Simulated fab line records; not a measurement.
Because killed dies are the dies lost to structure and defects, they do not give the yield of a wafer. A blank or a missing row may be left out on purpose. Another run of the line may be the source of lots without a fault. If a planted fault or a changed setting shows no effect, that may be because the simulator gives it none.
fab line records | flow ritCmos
record: lots: 6 wafers: 18 lastDay: 7
route steps=202 shown PRETRO@72 GATE@75 FOX2@80 REOX@98 NLDD@103 SDANNEAL@155 M1@202
lots untouched by any fault: they come from a run of this same line in which no faults occurred
startH: hours from the record's first day to the start of the lot's first wafer shown | waitH: hours elapsed since this lot's preceding step | " the same as in the row above | L1.1+2: one row covering several wafers at once | - no value present, or no start provided | * or withheld: withheld | < > ~ a bound
route shown NAME@n: names a module that has steps shown in the file, with the first one's number in the route | usual: mean/standard deviation taken from wafers without a fault | same: alike in all rows | chamber/n: place in a boat | sites: per-site readings | _std_site: the values' standard deviation | _edge_site: inner sites' mean taken away from outer sites' mean | radiusMm: how far each site lies from the wafer's centre | mask NAME#n: copy n | behind: tool/chamber where the wafer was last shaped | hold: the reason the lot was held/the length of the hold in hours/how it ended | device: which transistor (n, p or np) failed to switch | end of line: the tests these same wafers got at the end of their route | a step without rows: its recipe alone | killed: at the first sort, the dies lost to defects and structure; wafer yield is something else | map: shows each die of a wafer: x if killed, . if not, _ if none is there
set.NAME: setting as actually run; set.NAME@STEP: the setting as run at that earlier step | model.NAME: the simulator's own value behind a step, which no gauge read
lots at some steps of the route; a table a step, a row a wafer
services: the hour from which a tool's chamber was out of use, counted from the record's first day as startH (under 0 if before that day), plus the number of hours and why
== steps ==
step: RIT_PRETRO_IMPLANT_08
recipe: species: B energyKev: 45 doseCm2: 1.2e+13 tiltDeg: 7
step: RIT_PRETRO_STRIP_09
recipe: chemistry: O2 timeS: 180 resist: NOVOLAK platenTempC: withheld powerW: 500 pressureMtorr: 4000 o2FlowSccm: 4000
usual: drypumpMotorCurrentA: 6.01/0.18 rfReflPowerW: 6.9/0.91
columns lot.wafer tool chamber startH waitH drypumpMotorCurrentA rfHoursCounterH rfReflPowerW
L997.3 plasmaAsher-01 0 36.85 0.1 5.90 - 6.9
L997.4 " 1 " " 6.16 - 8.2
L997.5 " 1 " " 6.11 - 8.2
L999.1 plasmaAsher-02 1 46.22 0.1 5.77 39 5.2
L999.3 " 0 " " 5.97 - 8.0
L999.5 " 0 " " 5.97 - 7.6
L102.1 plasmaAsher-03 0 63.00 0.1 5.86 42 6.7
L102.3 " 1 " " 6.27 - 6.6
L102.4 " 0 " " 5.89 - 6.6
L103.1 plasmaAsher-03 1 67.62 0.1 6.31 43 6.7
L103.4 " 1 " " 6.29 - 6.6
L103.5 " 1 " " 6.29 - 6.6
L113.1 plasmaAsher-03 1 116.24 0.1 6.29 49 6.5
L113.2 " 0 " " 5.86 49 6.7
L113.4 " 0 " " 5.89 - 6.6
L117.1 plasmaAsher-03 1 136.11 0.1 6.27 52 6.4
L117.4 " 0 " " 5.88 - 7.0
L117.6 " 1 " " 6.29 - 6.3
step: RIT_PRETRO_TW_MEAS_10
usual: PRETRO_TW: 470/4.1
columns lot.wafer tool chamber startH waitH PRETRO_TW
L997.3 filmMetro-02 - 36.99 0.1 474
L997.4 " - " " 474
L997.5 " - " " 474
L999.1 filmMetro-04 - 46.39 0.1 464
L999.3 " - " " 464
L999.5 " - " " 465
L102.1 filmMetro-04 - 63.17 0.1 472
L102.3 " - " " 468
L102.4 " - " " 468
L103.1 filmMetro-04 - 67.80 0.1 470
L103.4 " - " " 471
L103.5 " - " " 468
L113.1 filmMetro-04 - 116.41 0.1 465
L113.2 " - " " 465
L113.4 " - " " 467
L117.1 filmMetro-03 - 136.28 0.1 473
L117.4 " - " " 474
L117.6 " - " " 474
step: RIT_GATE_WET_ETCH_00
recipe: chemistry: BOE target: SiO2 targetDepthNm: 56 timeS: 60 dry: n2Spin dilution: 10:1 tempC: 21.5
step: RIT_GATE_CLEAN_01
recipe: chemistry: SC1 mix: 3:3:50 timeS: 600 tempC: 75
step: RIT_GATE_CLEAN_02
recipe: chemistry: dHF dilution: 50:1 timeS: 30
step: RIT_GATE_CLEAN_03
recipe: chemistry: SC2 mix: 3:3:50 timeS: 600 tempC: 75 dry: n2Spin
step: RIT_GATE_CLEAN_04
recipe: chemistry: dHF dilution: 50:1 timeS: 60 dry: n2Spin
step: RIT_FOX2_THK_MEAS_91
recipe: reads: SiO2_of_FOX2_OXIDATION_00
usual: FIELD_OXIDE_LEFT_2_THK: 258/6.2
columns lot.wafer tool chamber startH waitH FIELD_OXIDE_LEFT_2_THK[nm]
L997.3 filmMetro-01 - 37.82 0.0 248
L997.4 " - " " 249
L997.5 " - " " 247
L999.1 filmMetro-04 - 46.90 0.0 259
L999.3 " - " " 256
L999.5 " - " " 256
L102.1 filmMetro-01 - 63.65 0.0 262
L102.3 " - " " 255
L102.4 " - " " 255
L103.1 filmMetro-04 - 68.27 0.0 258
L103.4 " - " " 259
L103.5 " - " " 254
L113.1 filmMetro-03 - 116.89 0.0 269
L113.2 " - " " 258
L113.4 " - " " 260
L117.1 filmMetro-04 - 136.78 0.0 265
L117.4 " - " " 266
L117.6 " - " " 271
step: RIT_GATE_OXIDATION_05
recipe: tempC: 900 ambient: O2 targetThkA: 30 oxTimeS: 270
step: RIT_GATE_ANNEAL_06
recipe: tempC: 900 timeS: 600 ambient: N2O
step: RIT_GATE_THK_MEAS_07
recipe: reads: SiO2_of_GATE_OXIDATION_05
usual: GATE_OXIDE_THK: 3.04/0.064
columns lot.wafer tool chamber startH waitH GATE_OXIDE_THK[nm]
L997.3 filmMetro-03 - 39.67 0.0 2.98
L997.4 " - " " 3.06
L997.5 " - " " 3.02
L999.1 filmMetro-04 - 49.32 0.0 3.01
L999.3 " - " " 3.08
L999.5 " - " " 3.10
L102.1 filmMetro-01 - 68.48 0.0 3.19
L102.3 " - " " 3.16
L102.4 " - " " 3.11
L103.1 filmMetro-03 - 69.80 0.0 3.08
L103.4 " - " " 3.07
L103.5 " - " " 3.12
L113.1 filmMetro-04 - 118.27 0.0 3.16
L113.2 " - " " 3.04
L113.4 " - " " 3.05
L117.1 filmMetro-01 - 139.63 0.0 3.11
L117.4 " - " " 3.03
L117.6 " - " " 3.13
step: RIT_GATE_CVD_08
recipe: material: poly-Si targetThkNm: 250 tempC: 610 precursor: SiH4 timeS: 2220 pressureMtorr: 300 sih4FlowSccm: 100
usual: zonePowerSourcePct: 11.7/0.51
columns lot.wafer tool chamber startH waitH zonePowerSourcePct model.poly-Si_of_GATE_CVD_08.thkNm
L997.3 lpcvd-01 0 39.71 0.0 12.3 246.7
L997.4 " 0 " " 12.3 248.7
L997.5 " 0 " " 12.2 246.5
L999.1 lpcvd-01 0 49.38 0.1 12.2 244.4
L999.3 " 0 " " 12.0 248.3
L999.5 " 0 " " 12.3 244.6
L102.1 lpcvd-01 0 69.71 1.2 12.2 164.9
L102.3 " 0 " " 12.1 164.3
L102.4 " 0 " " 12.1 162.5
L103.1 lpcvd-01 1 71.32 1.5 11.4 166.1
L103.4 " 1 " " 11.3 167.8
L103.5 " 1 " " 11.2 168.1
L113.1 lpcvd-02 0 118.33 0.1 11.0 246.6
L113.2 " 0 " " 11.1 247.4
L113.4 " 0 " " 11.1 246.1
L117.1 lpcvd-01 0 139.69 0.1 12.2 249.1
L117.4 " 0 " " 12.2 249.6
L117.6 " 0 " " 12.3 247.5
step: RIT_GATE_THK_MEAS_09
recipe: reads: poly-Si_of_GATE_CVD_08
usual: GATE_POLY_THK: 247.9/2.1
columns lot.wafer tool chamber startH waitH GATE_POLY_THK[nm]
L997.3 filmMetro-01 - 41.34 0.0 246.7
L997.4 " - " " 248.7
L997.5 " - " " 246.6
L999.1 filmMetro-04 - 51.00 0.0 244.6
L999.3 " - " " 248.2
L999.5 " - " " 244.6
L102.1 filmMetro-04 - 71.32 0.0 164.8
L102.3 " - " " 164.5
L102.4 " - " " 162.4
L103.1 filmMetro-04 - 72.94 0.0 166.1
L103.4 " - " " 167.6
L103.5 " - " " 168.2
L113.1 filmMetro-01 - 119.95 0.0 246.7
L113.2 " - " " 247.4
L113.4 " - " " 246.1
L117.1 filmMetro-01 - 141.30 0.0 249.2
L117.4 " - " " 249.4
L117.6 " - " " 247.4
step: RIT_GATE_HMDS_10
recipe: primeTimeS: 60 primeTempC: 140
step: RIT_GATE_COAT_11
recipe: resist: NOVOLAK spinRpm: 4250 resistThkNm: 850
step: RIT_GATE_SOFTBAKE_12
recipe: resist: NOVOLAK tempC: 90 timeS: 60
step: RIT_GATE_EXPOSE_13
recipe: maskId: M6 na: 0.6 sourceShape: conventional sigmaOuter: 0.6 targetCdNm: 150 doseMj: 380
step: RIT_GATE_PEB_14
recipe: resist: NOVOLAK tempC: withheld timeS: withheld
step: RIT_GATE_DEVELOP_15
recipe: resist: NOVOLAK developTimeS: 50 devTempC: 23
step: RIT_GATE_CD_MEAS_16
recipe: targetCdNm: 150
usual: cdNm: 151.5/2.9
columns lot.wafer tool chamber startH waitH cdNm
L997.3 cdSem-02 - 42.27 - 151.3
L997.4 " - " " 154.1
L997.5 " - " " 153.3
L999.1 cdSem-02 - 52.03 - 150.2
L999.3 " - " " 151.1
L999.5 " - " " 150.7
L102.1 cdSem-01 - 72.39 - 153.2
L102.3 " - " " 151.1
L102.4 " - " " 151.6
L103.1 cdSem-01 - 73.85 - 149.8
L103.4 " - " " 150.8
L103.5 " - " " 150.6
L113.1 cdSem-02 - 121.01 - 156.3
L113.2 " - " " 152.4
L113.4 " - " " 155.8
L117.1 cdSem-01 - 142.34 - 150.4
L117.4 " - " " 150.3
L117.6 " - " " 150.9
step: RIT_GATE_OVL_MEAS_17
usual: GATE_OVL: 0.5/1.6
columns lot.wafer tool chamber startH waitH GATE_OVL[nm]
L997.3 overlay-01 - 42.36 0.1 1.2
L997.4 " - " " -0.4
L997.5 " - " " -0.2
L999.1 overlay-02 - 52.15 0.1 -0.4
L999.3 " - " " -0.6
L999.5 " - " " 0.3
L102.1 overlay-01 - 72.51 0.1 -2.0
L102.3 " - " " 0.4
L102.4 " - " " 2.2
L103.1 overlay-01 - 73.97 0.1 2.6
L103.4 " - " " 3.2
L103.5 " - " " 0.5
L113.1 overlay-02 - 121.13 0.1 0.7
L113.2 " - " " 0.8
L113.4 " - " " 0.6
L117.1 overlay-01 - 142.46 0.1 -1.5
L117.4 " - " " -2.3
L117.6 " - " " 0.6
step: RIT_GATE_HARDBAKE_18
recipe: resist: NOVOLAK tempC: 140 timeS: 60
step: RIT_GATE_ETCH_19
recipe: chemistry: SF6/CHF3/O2 timeS: 165 SF6_flow_sccm: 30 CHF3_flow_sccm: 30 O2_flow_sccm: 5 target: poly-Si pressureMtorr: 40 rfW: 160 targetDepthA: 3125 overEtchFrac: 0.25 stopOn: SiO2
usual: drypumpMotorCurrentA: 5.4/0.39 oesProductAu: 0.837/0.013 throttleValvePct: 10.21/0.12
columns lot.wafer tool chamber startH waitH drypumpMotorCurrentA oesProductAu rfHoursCounterH throttleValvePct model.etch.depthNm model.GATE.featureDepthNm
L997.3 rieSi-01 2 42.54 0.1 5.0 0.816 43 10.29 246.7 246.7
L997.4 " 1 " " 5.8 0.855 6 10.27 248.7 248.7
L997.5 " 1 " " 5.8 0.833 - 10.29 246.5 246.5
L999.1 rieSi-01 0 52.37 0.1 5.1 0.827 40 10.24 244.4 244.4
L999.3 " 3 " " 5.2 0.856 104 10.15 248.3 248.3
L999.5 " 2 " " 5.0 0.817 - 10.29 244.6 244.6
L102.1 rieSi-02 3 72.69 0.1 4.9 0.639 11 10.43 164.9 164.9
L102.3 " 2 " " 6.0 0.652 1 10.09 164.3 164.3
L102.4 " 0 " " 5.7 0.646 59 10.05 162.5 162.5
L103.1 rieSi-01 1 74.16 0.1 5.8 0.649 7 10.27 166.1 166.1
L103.4 " 2 " " 5.0 0.635 43 10.29 167.8 167.8
L103.5 " 0 " " 5.1 0.638 - 10.26 168.1 168.1
L113.1 rieSi-01 0 121.32 0.1 5.1 0.825 40 10.25 246.6 246.6
L113.2 " 1 " " 5.8 0.841 7 10.27 247.4 247.4
L113.4 " 3 " " 5.2 0.850 105 10.16 246.1 246.1
L117.1 rieSi-01 2 142.69 0.1 5.0 0.824 44 10.29 249.1 249.1
L117.4 " 1 " " 5.8 0.844 7 10.29 249.6 249.6
L117.6 " 1 " " 5.8 0.849 - 10.28 247.5 247.5
step: RIT_GATE_STRIP_20
recipe: chemistry: O2 timeS: 180 resist: NOVOLAK platenTempC: withheld powerW: 500 pressureMtorr: 4000 o2FlowSccm: 4000
usual: drypumpMotorCurrentA: 6.0/0.47 rfReflPowerW: 7.4/1.2
columns lot.wafer tool chamber startH waitH drypumpMotorCurrentA rfHoursCounterH rfReflPowerW
L997.3 plasmaAsher-03 0 42.70 0.1 5.9 - 6.7
L997.4 " 1 " " 6.3 - 6.6
L997.5 " 0 " " 5.9 - 6.5
L999.1 plasmaAsher-03 1 52.48 0.1 6.3 41 6.5
L999.3 " 1 " " 6.3 - 6.4
L999.5 " 1 " " 6.2 - 6.6
L102.1 plasmaAsher-02 1 72.80 0.1 5.7 42 5.1
L102.3 " 1 " " 5.7 - 5.3
L102.4 " 0 " " 5.9 - 7.8
L103.1 plasmaAsher-02 1 74.26 0.1 5.7 42 5.3
L103.4 " 0 " " 6.0 - 7.6
L103.5 " 1 " " 5.8 - 5.1
L113.1 plasmaAsher-03 1 121.42 0.1 6.3 50 6.7
L113.2 " 0 " " 5.9 50 6.5
L113.4 " 0 " " 5.9 - 6.6
L117.1 plasmaAsher-04 0 142.80 0.1 6.8 38 8.2
L117.4 " 0 " " 6.8 - 7.9
L117.6 " 1 " " 5.5 - 9.2
step: RIT_GATE_CD_MEAS_90
recipe: targetCdNm: 150
usual: cdNm: 151.5/2.9
columns lot.wafer tool chamber startH waitH cdNm
L997.3 cdSem-01 - 42.86 0.1 151.3
L997.4 " - " " 153.8
L997.5 " - " " 153.4
L999.1 cdSem-01 - 52.66 0.1 150.3
L999.3 " - " " 151.0
L999.5 " - " " 150.7
L102.1 cdSem-01 - 72.98 0.1 153.7
L102.3 " - " " 150.9
L102.4 " - " " 151.3
L103.1 cdSem-02 - 74.44 0.1 149.7
L103.4 " - " " 150.6
L103.5 " - " " 150.3
L113.1 cdSem-02 - 121.60 0.1 156.6
L113.2 " - " " 152.4
L113.4 " - " " 156.4
L117.1 cdSem-01 - 142.98 0.1 150.4
L117.4 " - " " 150.6
L117.6 " - " " 151.1
step: RIT_REOX_CLEAN_00
recipe: chemistry: SC1 mix: 3:3:50 timeS: 600 tempC: 75
step: RIT_REOX_CLEAN_01
recipe: chemistry: dHF dilution: 50:1 timeS: 30
step: RIT_REOX_CLEAN_02
recipe: chemistry: SC2 mix: 3:3:50 timeS: 600 tempC: 75 dry: n2Spin
step: RIT_REOX_OXIDATION_03
recipe: tempC: 900 ambient: O2 targetThkA: 252 oxTimeS: 5580
step: RIT_REOX_THK_MEAS_04
recipe: reads: SiO2_of_REOX_OXIDATION_03
usual: REOX_OXIDE_THK: 25.2/0.47
columns lot.wafer tool chamber startH waitH REOX_OXIDE_THK[nm]
L997.3 filmMetro-02 - 46.08 0.0 25.4
L997.4 " - " " 25.2
L997.5 " - " " 25.6
L999.1 filmMetro-02 - 55.69 0.0 24.3
L999.3 " - " " 24.6
L999.5 " - " " 24.4
L102.1 filmMetro-04 - 77.63 0.0 25.1
L102.3 " - " " 24.7
L102.4 " - " " 24.8
L103.1 filmMetro-01 - 77.63 0.0 25.0
L103.4 " - " " 25.4
L103.5 " - " " 25.0
L113.1 filmMetro-02 - 124.65 0.0 25.8
L113.2 " - " " 25.5
L113.4 " - " " 25.4
L117.1 filmMetro-02 - 146.01 0.0 25.9
L117.4 " - " " 25.7
L117.6 " - " " 25.5
step: RIT_NLDD_HMDS_00
recipe: primeTimeS: 60 primeTempC: 140
step: RIT_NLDD_COAT_01
recipe: resist: NOVOLAK spinRpm: 3250 resistThkNm: 1000
step: RIT_NLDD_SOFTBAKE_02
recipe: resist: NOVOLAK tempC: 90 timeS: 60
step: RIT_NLDD_EXPOSE_03
recipe: maskId: M7 na: 0.57 targetCdNm: 40700 doseMj: 250
step: RIT_NLDD_PEB_04
recipe: resist: NOVOLAK tempC: withheld timeS: withheld
step: RIT_NLDD_DEVELOP_05
recipe: resist: NOVOLAK developTimeS: 50 devTempC: 23
step: RIT_NLDD_OVL_MEAS_06
usual: NLDD_OVL: 0.6/1.5
columns lot.wafer tool chamber startH waitH NLDD_OVL[nm]
L997.3 overlay-01 - 46.99 - 0.4
L997.4 " - " " 0.6
L997.5 " - " " 0.9
L999.1 overlay-02 - 56.73 - 1.8
L999.3 " - " " 0.7
L999.5 " - " " 0.8
L102.1 overlay-02 - 78.66 - 3.5
L102.3 " - " " 3.1
L102.4 " - " " 3.1
L103.1 overlay-01 - 78.90 - 0.6
L103.4 " - " " 1.6
L103.5 " - " " 0.2
L113.1 overlay-01 - 125.90 - -0.3
L113.2 " - " " -0.8
L113.4 " - " " 0.1
L117.1 overlay-02 - 147.27 - 1.7
L117.4 " - " " 1.2
L117.6 " - " " 3.5
step: RIT_NLDD_HARDBAKE_07
recipe: resist: NOVOLAK tempC: 140 timeS: 60
step: RIT_NLDD_IMPLANT_08
recipe: species: P energyKev: 20 doseCm2: 5e+14 tiltDeg: 7
step: RIT_NLDD_STRIP_09
recipe: chemistry: O2 timeS: 180 resist: NOVOLAK platenTempC: withheld powerW: 500 pressureMtorr: 4000 o2FlowSccm: 4000
usual: drypumpMotorCurrentA: 6.1/0.48 rfReflPowerW: 7.7/1
columns lot.wafer tool chamber startH waitH drypumpMotorCurrentA rfHoursCounterH rfReflPowerW
L997.3 plasmaAsher-04 0 47.37 0.1 6.8 - 7.9
L997.4 " 1 " " 5.5 - 9.2
L997.5 " 1 " " 5.5 - 9.0
L999.1 plasmaAsher-01 1 57.06 0.1 6.1 42 7.7
L999.3 " 1 " " 6.1 - 7.8
L999.5 " 0 " " 5.9 - 7.1
L102.1 plasmaAsher-04 0 79.00 0.1 6.8 29 8.1
L102.3 " 1 " " 5.5 - 9.2
L102.4 " 0 " " 6.8 - 7.9
L103.1 plasmaAsher-03 0 79.24 0.1 5.9 44 6.3
L103.4 " 0 " " 5.9 - 6.6
L103.5 " 0 " " 5.9 - 6.3
L113.1 plasmaAsher-04 1 126.24 0.1 5.5 36 9.1
L113.2 " 0 " " 6.8 36 7.9
L113.4 " 1 " " 5.5 - 9.1
L117.1 plasmaAsher-01 0 147.60 0.1 6.0 1 6.8
L117.4 " 1 " " 6.1 - 8.1
L117.6 " 1 " " 6.1 - 7.8
step: RIT_NLDD_TW_MEAS_10
usual: NLDD_TW: 2473/26
columns lot.wafer tool chamber startH waitH NLDD_TW
L997.3 filmMetro-03 - 47.51 0.1 2500
L997.4 " - " " 2510
L997.5 " - " " 2499
L999.1 filmMetro-03 - 57.24 0.1 2490
L999.3 " - " " 2487
L999.5 " - " " 2478
L102.1 filmMetro-02 - 79.17 0.1 2483
L102.3 " - " " 2466
L102.4 " - " " 2490
L103.1 filmMetro-01 - 79.41 0.1 2447
L103.4 " - " " 2420
L103.5 " - " " 2437
L113.1 filmMetro-01 - 126.41 0.1 2435
L113.2 " - " " 2431
L113.4 " - " " 2446
L117.1 filmMetro-01 - 147.78 0.1 2447
L117.4 " - " " 2449
L117.6 " - " " 2447
step: RIT_SDANNEAL_CLEAN_02
recipe: chemistry: SC2 mix: 3:3:50 timeS: 600 tempC: 75 dry: n2Spin
columns lot.wafer tool chamber startH waitH model.poly-Si_of_GATE_CVD_08.thkNm
L997.3 wetBench-02 0 54.79 0.0 158.4
L997.4 " 0 " " 162
L997.5 " 0 " " 157.9
L999.1 wetBench-01 3 64.37 0.0 156.4
L999.3 " 3 " " 159.9
L999.5 " 3 " " 157
L102.1 wetBench-03 2 86.54 0.0 77.32
L102.3 " 2 " " 76.36
L102.4 " 2 " " 75.85
L103.1 wetBench-02 2 86.81 0.0 77.91
L103.4 " 2 " " 80.9
L103.5 " 2 " " 81.01
L113.1 wetBench-01 0 134.12 0.0 161.2
L113.2 " 0 " " 162
L113.4 " 0 " " 160.5
L117.1 wetBench-01 1 154.91 0.0 160.7
L117.4 " 1 " " 162.6
L117.6 " 1 " " 160.5
step: RIT_M1_PROBE_99
usual: killedAtContacts: 0.1/0.38 killedAtFrontEnd: 6.9/2.9 killedDies: 7.1/3 killedOnRim: 2.0/1.4 killedOpen: 3.5/2.1 killedShort: 3.5/2
same: grossDies: 264 killed_at_M0_to_M3: 0 killed_at_M4_up: 0 killedAtBackSide: 0 killedAtOther: 0
columns lot.wafer tool chamber startH waitH killedAtContacts killedAtFrontEnd killedDies killedOnRim killedOpen killedShort
L997.3 prober-01 - 65.44 0.2 1 9 10 3 4 6
L997.4 prober-01 - 65.49 0.2 0 10 10 3 2 8
L997.5 prober-01 - 65.54 0.2 0 12 12 6 7 5
L999.1 prober-01 - 72.81 0.1 0 7 7 4 4 3
L999.3 prober-01 - 72.91 0.2 0 8 8 4 4 4
L999.5 prober-01 - 73.01 0.2 0 5 5 0 2 3
L102.1 prober-02 - 94.44 0.1 0 13 13 2 5 8
L102.3 prober-02 - 94.54 0.2 0 13 13 4 8 5
L102.4 prober-02 - 94.59 0.2 0 9 9 2 3 6
L103.1 prober-02 - 95.24 0.1 0 9 9 3 6 3
L103.4 prober-02 - 95.39 0.2 0 9 9 2 5 4
L103.5 prober-02 - 95.44 0.2 0 10 10 4 5 5
L113.1 prober-02 - 141.85 0.1 1 3 4 1 1 3
L113.2 prober-02 - 141.90 0.1 0 5 5 2 4 1
L113.4 prober-02 - 142.00 0.2 0 5 5 1 1 4
L117.1 prober-02 - 162.50 0.1 0 3 3 0 1 2
L117.4 prober-02 - 162.65 0.2 1 10 11 3 3 8
L117.6 prober-02 - 162.75 0.2 0 8 8 3 4 4
killed by level:class
L997.3 GATE:geometricParticle:open=4 GATE:geometricParticle:short=4 FOX2:geometricParticle:short=1 CONTACT:geometricParticle:short=1
L997.4 SPACER:geometricParticle:short=4 FOX2:geometricParticle:short=3 FOX1:geometricParticle:short=1 GATE:geometricParticle:open=1 SPACER:geometricParticle:open=1
L997.5 GATE:geometricParticle:open=3 FOX1:geometricParticle:short=2 FOX2:geometricParticle:open=2 FOX1:geometricParticle:open=1 GATE:geometricParticle:short=1 REOX:geometricParticle:short=1 REOX:geometricParticle:open=1 SILICIDE:geometricParticle:short=1
L999.1 GATE:geometricParticle:open=3 REOX:geometricParticle:short=2 FOX1:geometricParticle:short=1 REOX:geometricParticle:open=1
L999.3 SPACER:geometricParticle:short=3 GATE:geometricParticle:open=2 SPACER:geometricParticle:open=2 GATE:geometricParticle:short=1
L999.5 FOX1:geometricParticle:short=3 FOX1:geometricParticle:open=1 SPACER:geometricParticle:open=1
L102.1 GATE:geometricParticle:short=3 SPACER:geometricParticle:open=2 SILICIDE:geometricParticle:short=2 FOX1:geometricParticle:short=1 FOX1:geometricParticle:open=1 FOX2:geometricParticle:open=1 FOX2:geometricParticle:short=1 GATE:geometricParticle:open=1
L102.3 GATE:geometricParticle:open=5 GATE:geometricParticle:short=2 SPACER:geometricParticle:short=2 SILICIDE:geometricParticle:open=2 FOX2:geometricParticle:open=1 SILICIDE:geometricParticle:short=1
L102.4 FOX2:geometricParticle:short=2 GATE:geometricParticle:short=2 FOX1:geometricParticle:short=1 FOX2:geometricParticle:open=1 GATE:geometricParticle:open=1 SPACER:geometricParticle:short=1 SILICIDE:geometricParticle:open=1
L103.1 GATE:geometricParticle:short=2 REOX:geometricParticle:open=2 SPACER:geometricParticle:open=2 ACTIVE:geometricParticle:open=1 FOX1:geometricParticle:open=1 SPACER:geometricParticle:short=1
L103.4 GATE:geometricParticle:short=2 FOX1:geometricParticle:open=1 FOX2:geometricParticle:open=1 REOX:geometricParticle:open=1 SPACER:geometricParticle:short=1 SPACER:geometricParticle:open=1 SILICIDE:geometricParticle:open=1 SILICIDE:geometricParticle:short=1
L103.5 GATE:geometricParticle:short=3 FOX2:geometricParticle:open=2 FOX1:geometricParticle:open=1 GATE:geometricParticle:open=1 SPACER:geometricParticle:open=1 SPACER:geometricParticle:short=1 SILICIDE:geometricParticle:short=1
L113.1 GATE:geometricParticle:short=1 REOX:geometricParticle:short=1 SILICIDE:geometricParticle:short=1 CONTACT:geometricParticle:open=1
L113.2 GATE:geometricParticle:open=2 FOX1:geometricParticle:open=1 GATE:geometricParticle:short=1 REOX:geometricParticle:open=1
L113.4 FOX2:geometricParticle:short=1 GATE:geometricParticle:short=1 REOX:geometricParticle:short=1 REOX:geometricParticle:open=1 SPACER:geometricParticle:short=1
L117.1 GATE:geometricParticle:short=1 GATE:geometricParticle:open=1 SILICIDE:geometricParticle:short=1
L117.4 GATE:geometricParticle:short=3 SPACER:geometricParticle:short=2 FOX1:geometricParticle:open=1 FOX1:geometricParticle:short=1 FOX2:geometricParticle:short=1 FOX2:geometricParticle:open=1 REOX:geometricParticle:short=1 CONTACT:geometricParticle:open=1
L117.6 GATE:geometricParticle:short=3 GATE:geometricParticle:open=2 FOX1:geometricParticle:open=1 SILICIDE:geometricParticle:open=1 SILICIDE:geometricParticle:short=1
== services ==
columns tool chamber startH hours kind
lpcvd-01 - 27.07 1.3 repair
lpcvd-01 - 33.53 0.8 pm
lpcvd-02 - 34.54 0.7 repair
wetBench-03 - 44.06 2.1 repair
plasmaAsher-03 - 45.70 3.9 repair
lpcvd-02 - 58.56 14.6 pm
plasmaAsher-04 - 67.36 4.3 pm
wetBench-01 - 69.82 7.1 repair
plasmaAsher-01 - 86.36 44.0 repair
rieSi-01 2 89.48 2.6 repair
rieSi-02 0 125.94 41.4 repair
plasmaAsher-01 - 130.40 9.0 pm
plasmaAsher-01 0 130.40 9.0 ventCycle
plasmaAsher-01 1 130.40 9.0 ventCycle
plasmaAsher-01 0 139.40 - clean
plasmaAsher-01 1 139.40 - clean
plasmaAsher-03 - 142.21 2.9 repair
rieSi-02 2 144.82 1.8 repair
== key ==
firstSign: step: RIT_GATE_THK_MEAS_09 reading: GATE_POLY_THK direction: down sigmas: 40 usual: 247.9 struck: 165.6
effect: step: RIT_GATE_ETCH_19 reading: oesProductAu direction: down sigmas: 15 usual: 0.837 struck: 0.643
modelEffect: step: RIT_GATE_CVD_08 value: poly-Si_of_GATE_CVD_08.thkNm without: 248.1 struck: 165.6
modelEffect: step: RIT_GATE_ETCH_19 value: etch.depthNm without: 248.1 struck: 165.6
modelEffect: step: RIT_SDANNEAL_CLEAN_02 value: poly-Si_of_GATE_CVD_08.thkNm without: 160.7 struck: 78.23
metAt RIT_GATE_CVD_08
struckWafers L102.1,L102.3,L102.4,L103.1,L103.4,L103.5
testerLeftOut L102,L103
fault: kind: processParameterDrift tool: lpcvd-01 chamber: - onsetH: 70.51 steps: RIT_GATE_CVD_08 channel: targetThkNm offset: -82.5 shape: step endH: 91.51 actsIn: theseRecipesOnly stated: 250
testerLeftOut: of these lots the tester's yield and bins aren't shown, on N5 and GAA mostly nor the transistor test; their killed dies are dies lost to structure and defects alone, not to doping, threshold or leakage, so they don't give the yield
